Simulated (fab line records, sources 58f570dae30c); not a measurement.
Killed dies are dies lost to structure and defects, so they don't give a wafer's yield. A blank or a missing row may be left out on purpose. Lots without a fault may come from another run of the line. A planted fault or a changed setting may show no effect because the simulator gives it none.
Which tool did it? | flow berkeley_cmos170 | 14 lots, 42 wafers sampled, at 6 steps of a route of 331

WHAT THE GAUGES READ, wafer by wafer
UCB170_SILICIDE_RS_MEAS_02: measures by four-point-probe.
lot  | measured     | on            | SILICIDE_TI_RS (ohm/sq)
L926 | day 7 04:05  | film_metro-02 | 25.8 25.4 25.5
L929 | day 7 17:05  | film_metro-02 | 25.8 25.6 25.8
L930 | day 7 18:11  | film_metro-02 | 26.3 26.3 26.2
L933 | day 8 05:21  | film_metro-03 | 25.6 25.6 25.8
L936 | day 8 21:32  | film_metro-04 | 26.1 26.4 26.2
L941 | day 10 00:25 | film_metro-02 | 26.3 26.4 26.6
L940 | day 10 01:17 | film_metro-02 | 26.7 26.8 26.7
L942 | day 10 01:38 | film_metro-03 | 26.6 26.7 26.8
L944 | day 10 12:41 | film_metro-03 | 26.3 26.4 26.2
L943 | day 10 13:08 | film_metro-04 | 25.6 25.6 25.7
L946 | day 11 04:32 | film_metro-04 | 26.2 26.1 26.2
L947 | day 11 14:46 | film_metro-03 | 26.5 26.1 26.3
L948 | day 11 15:03 | film_metro-02 | 25.6 25.7 25.9
L949 | day 11 15:12 | film_metro-03 | 26.5 26.5 26.4

UCB170_V1_CD_MEAS_12: target cd 700 nm.
lot  | measured     | on        | cd_nm (nm)
L926 | day 7 17:33  | cd_sem-02 | 701.4 701.1 701.0
L929 | day 8 10:34  | cd_sem-02 | 701.8 701.2 700.3
L930 | day 8 10:27  | cd_sem-01 | 700.2 701.7 700.3
L933 | day 8 19:23  | cd_sem-02 | 702.2 701.3 702.8
L936 | day 9 11:49  | cd_sem-01 | 698.0 698.3 699.0
L941 | day 10 14:42 | cd_sem-01 | 701.7 702.1 700.7
L940 | day 10 15:12 | cd_sem-01 | 700.9 701.3 701.5
L942 | day 10 14:54 | cd_sem-02 | 703.1 701.6 702.9
L944 | day 11 02:44 | cd_sem-01 | 697.6 698.8 698.3
L943 | day 11 02:32 | cd_sem-01 | 698.6 697.2 698.5
L946 | day 11 17:57 | cd_sem-01 | 699.9 699.7 700.1
L947 | day 12 04:41 | cd_sem-01 | 698.9 697.5 698.9
L948 | day 12 05:02 | cd_sem-01 | 699.4 700.5 701.9
L949 | day 12 05:15 | cd_sem-01 | 701.8 701.1 701.6

UCB170_V2_BOW_MEAS_03.
lot  | measured     | on            | V2_BOW (um)
L926 | day 7 22:02  | film_metro-03 | 42 28 47
L929 | day 8 14:43  | film_metro-01 | 11 16 9
L930 | day 8 14:24  | film_metro-04 | 18 22 19
L933 | day 9 00:07  | film_metro-01 | 42 30 45
L936 | day 9 15:40  | film_metro-03 | 48 51 25
L941 | day 10 19:10 | film_metro-03 | 26 46 46
L940 | day 10 19:47 | film_metro-01 | 31 24 29
L942 | day 10 19:28 | film_metro-04 | 44 25 36
L944 | day 11 07:04 | film_metro-01 | 23 22 34
L943 | day 11 06:59 | film_metro-03 | 39 32 34
L946 | day 11 21:54 | film_metro-01 | 37 37 43
L947 | day 12 08:52 | film_metro-03 | 41 30 46
L948 | day 12 09:13 | film_metro-03 | 48 43 36
L949 | day 12 09:30 | film_metro-01 | 33 30 30

UCB170_V2_CD_MEAS_90: target cd 700 nm.
lot  | measured     | on        | cd_nm (nm)
L926 | day 8 01:20  | cd_sem-01 | 702.4 701.8 702.1
L929 | day 8 16:31  | cd_sem-01 | - - -
L930 | day 8 16:11  | cd_sem-02 | - - -
L933 | day 9 02:53  | cd_sem-02 | 701.3 701.4 701.1
L936 | day 9 17:25  | cd_sem-02 | 702.0 701.0 702.3
L941 | day 10 21:16 | cd_sem-02 | 699.3 699.7 700.6
L940 | day 10 22:01 | cd_sem-01 | 701.0 700.7 701.3
L942 | day 10 21:41 | cd_sem-02 | 698.9 697.3 696.5
L944 | day 11 08:59 | cd_sem-02 | 698.0 697.3 699.3
L943 | day 11 08:46 | cd_sem-02 | 696.7 695.9 696.6
L946 | day 11 23:37 | cd_sem-01 | 700.4 699.6 700.5
L947 | day 12 10:56 | cd_sem-01 | 700.1 700.5 701.2
L948 | day 12 11:16 | cd_sem-02 | 700.9 699.9 699.2
L949 | day 12 11:31 | cd_sem-02 | 700.6 700.9 702.1

WHICH TOOL RAN EACH LOT (tool, then ch and the chambers of the sampled wafers, then the start)
lot  | UCB170_M1_STRIP_13                   | UCB170_V2_CVD_00
L926 | plasma_asher-04 ch 0,1, day 7 11:09  | pecvd-03 ch 0, day 7 21:20
L929 | plasma_asher-02 ch 0,1, day 8 03:39  | pecvd-04 ch 0,1,2, day 8 14:10
L930 | plasma_asher-02 ch 0,1, day 8 03:53  | pecvd-03 ch 0,1,2, day 8 13:53
L933 | plasma_asher-02 ch 0,1, day 8 12:47  | pecvd-04 ch 0,1,2, day 8 23:36
L936 | plasma_asher-04 ch 0,1, day 9 06:30  | pecvd-03 ch 1,2, day 9 15:07
L941 | plasma_asher-01 ch 0,1, day 10 06:58 | pecvd-02 ch 1,2, day 10 18:16
L940 | plasma_asher-02 ch 0,1, day 10 07:57 | pecvd-04 ch 0,1, day 10 19:07
L942 | plasma_asher-04 ch 1, day 10 08:47   | pecvd-03 ch 1,2, day 10 18:32
L944 | plasma_asher-01 ch 0,1, day 10 20:01 | pecvd-02 ch 0,1,2, day 11 06:33
L943 | plasma_asher-01 ch 0,1, day 10 20:54 | pecvd-04 ch 0,1,2, day 11 06:26
L946 | plasma_asher-02 ch 0,1, day 11 11:46 | pecvd-03 ch 0,2, day 11 21:23
L947 | plasma_asher-02 ch 0,1, day 11 21:13 | pecvd-04 ch 0,1,2, day 12 08:19
L948 | plasma_asher-02 ch 0, day 11 22:56   | pecvd-03 ch 0,2, day 12 08:40
L949 | plasma_asher-01 ch 0,1, day 11 23:10 | pecvd-04 ch 1,2, day 12 08:59
- UCB170_M1_STRIP_13: strips in O2.
- UCB170_V2_CVD_00: deposits SiO2 from TEOS/O2, target thk 2000 nm, time 250 s.

WHAT THE TOOLS THEMSELVES READ (means of the sampled wafers that have a number; where no wafer has one, the mark that the record gives instead)
UCB170_M1_STRIP_13.
lot  | tool            | chamber_pressure_mTorr (mTorr) | drypump_motor_current_A (A) | oes_product_au (a.u.)
L926 | plasma_asher-04 | 3501.8                         | 5.6                         | 0.717
L929 | plasma_asher-02 | 3498.2                         | 5.6                         | 0.721
L930 | plasma_asher-02 | 3497.7                         | 5.5                         | 0.719
L933 | plasma_asher-02 | 3500.7                         | 5.6                         | 0.723
L936 | plasma_asher-04 | 3500.1                         | 5.3                         | 0.720
L941 | plasma_asher-01 | 3503.4                         | 6.1                         | 0.720
L940 | plasma_asher-02 | 3498.6                         | 5.5                         | 0.721
L942 | plasma_asher-04 | 3502.0                         | 5.0                         | 0.718
L944 | plasma_asher-01 | 3501.4                         | 6.3                         | 0.720
L943 | plasma_asher-01 | 3499.3                         | 6.1                         | 0.723
L946 | plasma_asher-02 | 3499.5                         | 5.5                         | 0.719
L947 | plasma_asher-02 | 3498.8                         | 5.6                         | 0.722
L948 | plasma_asher-02 | 3500.4                         | 5.8                         | 0.720
L949 | plasma_asher-01 | 3497.5                         | 6.2                         | 0.723

UCB170_V2_CVD_00.
lot  | tool     | heater_power_w (W) | pressure_mtorr (mTorr)
L926 | pecvd-03 | 192                | 8991
L929 | pecvd-04 | -                  | -
L930 | pecvd-03 | -                  | -
L933 | pecvd-04 | 240                | 8983
L936 | pecvd-03 | 307                | 8989
L941 | pecvd-02 | 215                | 9001
L940 | pecvd-04 | 214                | 9018
L942 | pecvd-03 | 280                | 8987
L944 | pecvd-02 | 246                | 9009
L943 | pecvd-04 | 228                | 8990
L946 | pecvd-03 | 257                | 8994
L947 | pecvd-04 | 240                | 9005
L948 | pecvd-03 | 276                | 8995
L949 | pecvd-04 | 257                | 8998

THE ANSWER, worked out from the rows above alone
Rule: what is usual is taken from the lots themselves. Put in order of their means at a reading, lots are off if they are a third of the lots or fewer, leave a main group of 4 or more, and stand apart from it by a gap of 3 or more times the standard deviation of the main group's means; of several such gaps the widest counts. A main group whose means are all the same, to the digits that the tables above print for the reading, isn't used. A lot without any number at a reading at which 4 lots or more have one is off too. The other lots that the step has rows for count as sound. The gauges are gone through in route order, then the tools' own readings, and for those a lot's mean is taken as printed above. The first step at which some lot is off is used, and at that step the reading that is off furthest; a lot without a number counts as furthest.
Off: L929, L930, at UCB170_V2_CD_MEAS_90 (cd_nm). Without a number there: L929, L930. The main group: mean 700.0 nm, standard deviation 1.7.
A tool fits if, at a process step before that reading, it ran every lot that is off, and no sound lot after the first of them. The gauges at UCB170_V2_CD_MEAS_90 aren't tried: what is off there is off at UCB170_V2_CVD_00 too, on other tools, and a gauge's error can't cause that. None of those tried fits.

WHAT THE SIMULATOR HAD PUT IN
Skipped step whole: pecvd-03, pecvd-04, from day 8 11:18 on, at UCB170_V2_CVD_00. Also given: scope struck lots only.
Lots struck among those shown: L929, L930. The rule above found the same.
